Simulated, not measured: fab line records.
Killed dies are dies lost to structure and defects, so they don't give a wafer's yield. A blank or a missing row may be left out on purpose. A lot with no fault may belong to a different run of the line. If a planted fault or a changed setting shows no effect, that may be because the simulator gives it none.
Comparing a struck lot with a sound one -- flow rit_cmos -- 15 steps out of a route of 202
Sound: the wafers L896.1, L896.5, L896.6. The struck wafers were L910.1, L910.2, L910.4. Last of all comes the cause.
At each step with rows: each side's tool, then ch and its chambers, then its first start. Under that, the readings that differ: sound wafers -- struck wafers -- difference of the means -- sigmas: that difference in standard deviations of wafers without a fault.
alike: a reading whose means differ by less than 2 such deviations, as well as words and numbers matching on both sides. not compared: withheld readings; readings where some wafer has no value; bounds like >300 that might hide an equal value; numbers whose values overlap and for which the record gives no deviation.
A row with sigmas, a row that says differs or no value, or rows on one side alone: a step with any of these is where the two part. Numbers that have no deviation but don't overlap get no sigmas and don't part them. A reading that every wafer of one side lacks parts them only if that side has two wafers or more.

first, 1 step without rows for these wafers: RIT_SILICIDE_WET_ETCH_00 (etches SiO2 in BOE, target depth 14 nm, time 15 s).
RIT_SILICIDE_SPUTTER_01: material Ti, target thk 30 nm, time 240 s.
  sound on pvd_sputter-01 at day 4 02:15; struck on pvd_sputter-03 at day 7 02:39
  alike: throttle_valve_pct
RIT_SILICIDE_RS_MEAS_02: measures by four-point-probe.
  sound on film_metro-03 at day 4 02:24; struck on film_metro-01 at day 7 02:48
  alike: SILICIDE_TI_RS
RIT_SILICIDE_THK_MEAS_03: measures by xrf.
  sound on film_metro-03 at day 4 02:31; struck on film_metro-01 at day 7 02:55
  alike: SILICIDE_TI_THK
RIT_SILICIDE_RTA_04: time 10 s, ramp up 5 s, ramp down 5 s.
  sound on rtp_anneal-01 ch 0, day 4 02:35; struck on rtp_anneal-01 ch 0, day 7 02:59
  alike: wafer_temp_C_max
then, 1 step without rows for these wafers: RIT_SILICIDE_WET_ETCH_05 (etches Ti in SPM, time 120 s).
RIT_SILICIDE_RTA_06: time 10 s, ramp up 5 s, ramp down 10 s.
  sound on rtp_anneal-02 ch 0, day 4 02:41; struck on rtp_anneal-02 ch 0, day 7 03:05
  alike: wafer_temp_C_max
RIT_CONTACT_CVD_00: deposits SiO2 from TEOS, target thk 400 nm, time 61 s.
  sound on pecvd-03 ch 0,1,2, day 4 02:46; struck on pecvd-04 ch 1,2, day 7 03:10
  alike: heater_power_w
RIT_CONTACT_THK_MEAS_01:
  sound on film_metro-02 at day 4 02:49; struck on film_metro-04 at day 7 03:13
  alike: CONTACT_TEOS_THK
then, 3 steps without rows for these wafers: RIT_CONTACT_HMDS_02 (prime time 60 s); RIT_CONTACT_COAT_03 (resist thk 1000 nm); RIT_CONTACT_SOFTBAKE_04 (time 60 s).
RIT_CONTACT_EXPOSE_05: exposes mask M11, target cd 1000 nm.
  sound on iline_stepper-01 ch 0, day 4 03:19; struck on iline_stepper-01 ch 0, day 7 03:50
reading,sound,struck,difference,sigmas
exposure_dose_mJ_cm2,249.81 250.09 250.12,248.70 248.67 248.51,-1.38,-5
  alike: mask, reticle_temp_C
after that, 1 step had no rows for these wafers: RIT_CONTACT_PEB_06.
RIT_M1_PROBE_99:
  sound on prober-02 at day 4 09:09; struck on prober-02 at day 7 10:04
  alike: killed_at_front_end, killed_dies, killed_open, killed_short

WHERE THEY PART
At RIT_CONTACT_EXPOSE_05 and nowhere else, as far as this record goes. Later steps at which nothing parts them and some readings are alike: RIT_M1_PROBE_99.

WHY: whatever the simulator had introduced
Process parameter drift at RIT_CONTACT_EXPOSE_05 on iline_stepper-01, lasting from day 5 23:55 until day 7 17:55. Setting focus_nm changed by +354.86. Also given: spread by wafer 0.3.
